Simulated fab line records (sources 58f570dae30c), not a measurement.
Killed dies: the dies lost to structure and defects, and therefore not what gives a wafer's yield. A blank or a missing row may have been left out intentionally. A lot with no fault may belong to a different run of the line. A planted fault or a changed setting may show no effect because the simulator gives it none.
The tool behind it: which one? + flow berkeley_cmos170 + 42 wafers from 14 lots sampled at 4 of the route's 331 steps

WHAT THE GAUGES READ, wafer by wafer
UCB170_CONTACT_CD_MEAS_15 targets a cd of 700 nm. Usual: 699.4 nm for cd_nm, sd 1.3.
| lot  | measured     | on        | cd_nm (nm)        | flag |
|------|--------------|-----------|-------------------|------|
| L659 | day 6 20:58  | cd_sem-01 | 700.6 701.5 700.4 |      |
| L660 | day 7 03:15  | cd_sem-02 | 697.6 697.6 698.6 |      |
| L661 | day 7 04:07  | cd_sem-02 | 699.4 698.2 697.7 |      |
| L663 | day 7 14:02  | cd_sem-01 | 700.4 699.7 700.3 |      |
| L662 | day 7 16:14  | cd_sem-02 | 699.3 700.1 699.9 |      |
| L664 | day 8 12:11  | cd_sem-01 | 698.6 698.1 698.2 |      |
| L666 | day 8 19:05  | cd_sem-02 | 697.6 698.0 698.0 |      |
| L668 | day 8 22:44  | cd_sem-02 | 701.0 702.5 701.7 |      |
| L671 | day 9 13:38  | cd_sem-02 | 700.6 699.7 700.6 |      |
| L674 | day 10 20:12 | cd_sem-02 | 697.6 700.0 697.1 |      |
| L677 | day 11 02:34 | cd_sem-01 | 699.9 699.5 699.8 |      |
| L676 | day 11 02:17 | cd_sem-01 | 699.6 698.9 698.5 |      |
| L680 | day 11 12:25 | cd_sem-01 | 700.2 698.2 698.2 |      |
| L682 | day 11 19:28 | cd_sem-01 | 698.3 699.5 699.5 |      |

UCB170_V1_BOW_MEAS_03. Usual: V1_BOW typically reads 19 um, with standard deviation 6.3.
| lot  | measured     | on            | V1_BOW (um) | flag |
|------|--------------|---------------|-------------|------|
| L659 | day 7 04:25  | film_metro-04 | 16 12 15    |      |
| L660 | day 7 13:41  | film_metro-01 | 15 26 27    |      |
| L661 | day 7 13:41  | film_metro-04 | 11 16 19    |      |
| L663 | day 7 22:16  | film_metro-01 | 12 24 15    |      |
| L662 | day 7 22:22  | film_metro-02 | 22 24 23    |      |
| L664 | day 8 19:43  | film_metro-04 | 12 22 14    |      |
| L666 | day 9 01:42  | film_metro-02 | 14 22 8     |      |
| L668 | day 9 07:40  | film_metro-04 | 21 4 17     |      |
| L671 | day 9 21:25  | film_metro-02 | 33 23 21    |      |
| L674 | day 11 03:31 | film_metro-04 | 9 20 17     |      |
| L677 | day 11 12:47 | film_metro-01 | 17 18 27    |      |
| L676 | day 11 12:47 | film_metro-04 | 20 17 21    |      |
| L680 | day 11 19:30 | film_metro-04 | 20 15 24    |      |
| L682 | day 12 02:28 | film_metro-04 | 13 26 12    |      |

EACH LOT AND THE TOOL THAT RAN IT (in order: tool; ch and the chambers of the sampled wafers; start)
| lot  | UCB170_PVT_STRIP_08                  | UCB170_M1_SPUTTER_00         |
|------|--------------------------------------|------------------------------|
| L659 | plasma_asher-01 ch 0,1, day 5 13:49  | pvd_sputter-01, day 6 21:40  |
| L660 | plasma_asher-01 ch 0,1, day 5 20:26  | pvd_sputter-03, day 7 03:58  |
| L661 | plasma_asher-01 ch 0,1, day 5 20:43  | pvd_sputter-01, day 7 04:59  |
| L663 | plasma_asher-04 ch 0,1, day 6 05:58  | pvd_sputter-01, day 7 14:47  |
| L662 | plasma_asher-03 ch 0,1, day 6 06:13  | pvd_sputter-03, day 7 17:08  |
| L664 | plasma_asher-01 ch 0,1, day 6 22:14  | pvd_sputter-03, day 8 12:55  |
| L666 | plasma_asher-03 ch 0,1, day 7 04:53  | pvd_sputter-04, day 8 19:47  |
| L668 | plasma_asher-04 ch 1, day 7 11:59    | pvd_sputter-03, day 8 23:28  |
| L671 | plasma_asher-04 ch 0,1, day 8 04:21  | pvd_sputter-03, day 9 14:19  |
| L674 | plasma_asher-04 ch 0,1, day 9 03:04  | pvd_sputter-03, day 10 20:55 |
| L677 | plasma_asher-03 ch 0,1, day 9 14:19  | pvd_sputter-03, day 11 03:17 |
| L676 | plasma_asher-01 ch 0,1, day 9 14:28  | pvd_sputter-04, day 11 03:01 |
| L680 | plasma_asher-01 ch 0,1, day 10 00:49 | pvd_sputter-03, day 11 13:08 |
| L682 | plasma_asher-01 ch 0,1, day 10 11:14 | pvd_sputter-04, day 11 20:11 |
- UCB170_PVT_STRIP_08: strips in O2.
- UCB170_M1_SPUTTER_00: material Al, target thk 600 nm, time 80 s.

AS READ BY THE TOOLS THEMSELVES (means over the sampled wafers that have a number; for cases with no such wafer, the mark the record gives instead)
UCB170_PVT_STRIP_08. Usual: drypump_motor_current_A 5.8 A, standard deviation 0.42; oes_product_au 0.735 a.u., standard deviation 0.0042; strip_time_to_endpoint_s 21.64 s, standard deviation 0.062.
| lot  | tool            | drypump_motor_current_A (A) | oes_product_au (a.u.) | strip_time_to_endpoint_s (s) | flag |
|------|-----------------|-----------------------------|-----------------------|------------------------------|------|
| L659 | plasma_asher-01 | 5.9                         | 0.733                 | 21.69                        |      |
| L660 | plasma_asher-01 | 6.0                         | 0.739                 | 21.76                        |      |
| L661 | plasma_asher-01 | 6.0                         | 0.736                 | 21.56                        |      |
| L663 | plasma_asher-04 | 5.3                         | 0.734                 | 21.60                        |      |
| L662 | plasma_asher-03 | 6.2                         | 0.735                 | 21.69                        |      |
| L664 | plasma_asher-01 | 6.0                         | 0.737                 | 21.64                        |      |
| L666 | plasma_asher-03 | 6.2                         | 0.740                 | 21.67                        |      |
| L668 | plasma_asher-04 | 5.4                         | 0.733                 | 21.57                        |      |
| L671 | plasma_asher-04 | 5.3                         | 0.812                 | 21.60                        | OFF  |
| L674 | plasma_asher-04 | 5.2                         | 0.813                 | 21.71                        | OFF  |
| L677 | plasma_asher-03 | 6.2                         | 0.735                 | 21.65                        |      |
| L676 | plasma_asher-01 | 6.0                         | 0.739                 | 21.63                        |      |
| L680 | plasma_asher-01 | 5.9                         | 0.735                 | 21.58                        |      |
| L682 | plasma_asher-01 | 5.9                         | 0.734                 | 21.65                        |      |

UCB170_M1_SPUTTER_00. Usual: 30.3 % for throttle_valve_pct, sd 0.97.
| lot  | tool           | throttle_valve_pct (%) | flag |
|------|----------------|------------------------|------|
| L659 | pvd_sputter-01 | 30.9                   |      |
| L660 | pvd_sputter-03 | 30.1                   |      |
| L661 | pvd_sputter-01 | 30.3                   |      |
| L663 | pvd_sputter-01 | 30.9                   |      |
| L662 | pvd_sputter-03 | 30.2                   |      |
| L664 | pvd_sputter-03 | 30.9                   |      |
| L666 | pvd_sputter-04 | 30.2                   |      |
| L668 | pvd_sputter-03 | 31.1                   |      |
| L671 | pvd_sputter-03 | 30.2                   |      |
| L674 | pvd_sputter-03 | 31.0                   |      |
| L677 | pvd_sputter-03 | 30.2                   |      |
| L676 | pvd_sputter-04 | 29.7                   |      |
| L680 | pvd_sputter-03 | 30.1                   |      |
| L682 | pvd_sputter-04 | 30.2                   |      |

THE ANSWER, worked out from the rows above alone
Rule: a lot counts as off when the mean over its wafers that have a number is more than 3 standard deviations away from the usual mean. A lot without any number at a reading at which 4 lots or more have one is off too. All remaining lots with rows at the step are treated as sound. The gauges are gone through in route order, then the tools' own readings, and for those a lot's mean is taken as printed above. The first step at which some lot is off is used, and at that step the reading that is off furthest; a lot without a number counts as furthest.
Off, at UCB170_PVT_STRIP_08 on oes_product_au: L671, L674.
If a tool, at that step or one of the process steps before it, ran each lot that is off and ran no sound lot following the first of them, it fits. One fits: plasma_asher-04 at UCB170_PVT_STRIP_08. Its last sound lot is L668 (day 7 11:59), its first lot that is off L671 (day 8 04:21): a fault that began between those two fits.
The tool's own readings at UCB170_PVT_STRIP_08 bear it out: on the lots that are off they differ by more than 5 times the standard deviation of the sound lots' means. oes_product_au reads 0.812 a.u. there against 0.736 a.u. on the sound lots.

WHAT THE SIMULATOR HAD PUT IN
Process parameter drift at UCB170_PVT_STRIP_08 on plasma_asher-04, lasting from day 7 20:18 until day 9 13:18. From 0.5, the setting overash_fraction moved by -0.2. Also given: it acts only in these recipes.
Struck lots among those shown: L671, L674. This agrees with what the rule above found.
